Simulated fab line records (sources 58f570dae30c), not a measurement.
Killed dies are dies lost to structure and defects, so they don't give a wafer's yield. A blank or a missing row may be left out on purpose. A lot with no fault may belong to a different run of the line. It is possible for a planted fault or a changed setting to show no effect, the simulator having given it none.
Which tool did it? -- flow berkeleyCmos170 -- 13 lots, 39 wafers sampled, at 3 steps of a route of 331

== WHAT THE GAUGES SHOWED, per wafer ==
UCB170_PLDD_CD_MEAS_06: target cd 1200 nm.
lot,measured,on,cdNm (nm)
L743,day 7 16:43,cdSem-01,1200.9 1199.1 1200.6
L742,day 7 17:01,cdSem-02,1201.2 1200.8 1199.8
L747,day 8 19:04,cdSem-02,1200.5 1200.1 1200.7
L749,day 9 09:47,cdSem-02,1201.0 1200.7 1200.4
L752,day 10 00:52,cdSem-01,1201.2 1201.8 1203.3
L754,day 10 08:59,cdSem-02,1199.0 1197.7 1197.8
L755,day 10 09:34,cdSem-01,1200.3 1200.6 1201.1
L757,day 10 22:21,cdSem-02,1199.3 1199.4 1198.8
L759,day 11 13:12,cdSem-02,1200.4 1199.3 1199.5
L761,day 11 22:15,cdSem-02,1201.1 1201.8 1201.4
L760,day 11 22:22,cdSem-02,1201.2 1200.2 1201.0
L762,day 11 23:03,cdSem-02,1200.1 1201.5 1201.0
L764,day 12 04:37,cdSem-02,1201.0 1201.4 1202.0

UCB170_PSD_OVL_MEAS_07.
lot,measured,on,PSD_OVL (nm)
L743,day 8 05:51,overlay-02,-2 2 -5
L742,day 8 06:14,overlay-02,-5 -9 -5
L747,day 9 08:15,overlay-01,2 -3
L749,day 9 19:07,overlay-02,-6 -8 -2
L752,day 10 10:08,overlay-01,-7 -13 -6
L754,day 10 19:18,overlay-02,-3 4 -5
L755,day 10 19:25,overlay-01,-2 1 3
L757,day 11 07:12,overlay-01,-13 -4 -9
L759,day 11 22:04,overlay-02,-2 -2 -4
L761,day 12 06:56,overlay-02,1 1 -7
L760,day 12 07:36,overlay-02,-1 4 2
L762,day 12 07:43,overlay-01,1 -3 -5
L764,day 12 17:24,overlay-01,-10 -10 -9

== WHAT TOOL EACH LOT RAN ON (gives the tool, then ch and the chambers of the sampled wafers, and finally the start) ==
lot,UCB170_SPACER_ETCHBACK_03
L743,"rieDiel-01 ch 1,2, day 8 04:29"
L742,"rieDiel-01 ch 1,2, day 8 04:34"
L747,"rieDiel-01 ch 0,1,2, day 9 05:50"
L749,"rieDiel-03 ch 0,1,3, day 9 17:56"
L752,"rieDiel-03 ch 0,2,3, day 10 08:40"
L754,"rieDiel-02 ch 0,1,3, day 10 17:26"
L755,"rieDiel-03 ch 1,2,3, day 10 17:26"
L757,"rieDiel-02 ch 0,3, day 11 05:49"
L759,"rieDiel-02 ch 0,3, day 11 20:22"
L761,"rieDiel-01 ch 1,2,3, day 12 05:34"
L760,"rieDiel-02 ch 1,2,3, day 12 05:34"
L762,"rieDiel-01 ch 0,1,2, day 12 05:38"
L764,"rieDiel-03 ch 1,3, day 12 16:04"
- UCB170_SPACER_ETCHBACK_03: etches SiO2 in CHF3/CF4/Ar, stops on Si, target depth 376 nm, time 100 s.

== AS READ BY THE TOOLS THEMSELVES (means over the sampled wafers that have a number; for cases with no such wafer, the mark the record gives instead) ==
UCB170_SPACER_ETCHBACK_03.
lot,tool,drypumpMotorCurrentA (A),oesProductAu (a.u.),rfFwdPowerW (W),runLengthS (s),throttleValvePct (%)
L743,rieDiel-01,5.5,0.878,498.4,128.6,6.47
L742,rieDiel-01,5.5,0.888,498.3,128.5,6.48
L747,rieDiel-01,5.6,0.923,498.9,120.3,6.54
L749,rieDiel-03,5.6,0.897,498.3,128.0,6.47
L752,rieDiel-03,5.8,0.908,496.9,128.1,6.56
L754,rieDiel-02,6.0,0.889,498.9,128.3,6.45
L755,rieDiel-03,6.0,0.897,497.7,127.8,6.51
L757,rieDiel-02,5.9,0.871,499.7,128.4,6.48
L759,rieDiel-02,6.2,0.881,497.0,128.3,6.53
L761,rieDiel-01,5.6,0.891,496.8,128.4,6.49
L760,rieDiel-02,6.3,0.890,497.2,128.4,6.55
L762,rieDiel-01,5.6,0.900,497.2,128.7,6.54
L764,rieDiel-03,5.8,0.898,498.4,127.7,6.52

== THE ANSWER, worked out from the rows above alone ==
Rule: usual is defined by the lots themselves. Put in order of their means at a reading, lots are off if they are a third of the lots or fewer, leave a main group of 4 or more, and stand apart from it by a gap of 3 or more times the standard deviation of the main group's means; of several such gaps the widest counts. If all means in a main group match to the digits the tables above print for the reading, that group is not used. A lot without any number at a reading at which 4 lots or more have one is off too. Any other lot the step has rows for is counted as sound. First the gauges in route order, then the tools' own readings, where a lot's mean is used as printed above. At the first step where some lot is off, the reading lying furthest off is the one used; lots without a number count as furthest.
Off: L747 (UCB170_SPACER_ETCHBACK_03, runLengthS). Main group: mean 128.3 s, sd 0.3.
A tool fits if, at that step or a process step before it, it ran every lot that is off, and no sound lot after the first of them. None of those tried fits.

== WHAT WAS PUT IN BY THE SIMULATOR ==
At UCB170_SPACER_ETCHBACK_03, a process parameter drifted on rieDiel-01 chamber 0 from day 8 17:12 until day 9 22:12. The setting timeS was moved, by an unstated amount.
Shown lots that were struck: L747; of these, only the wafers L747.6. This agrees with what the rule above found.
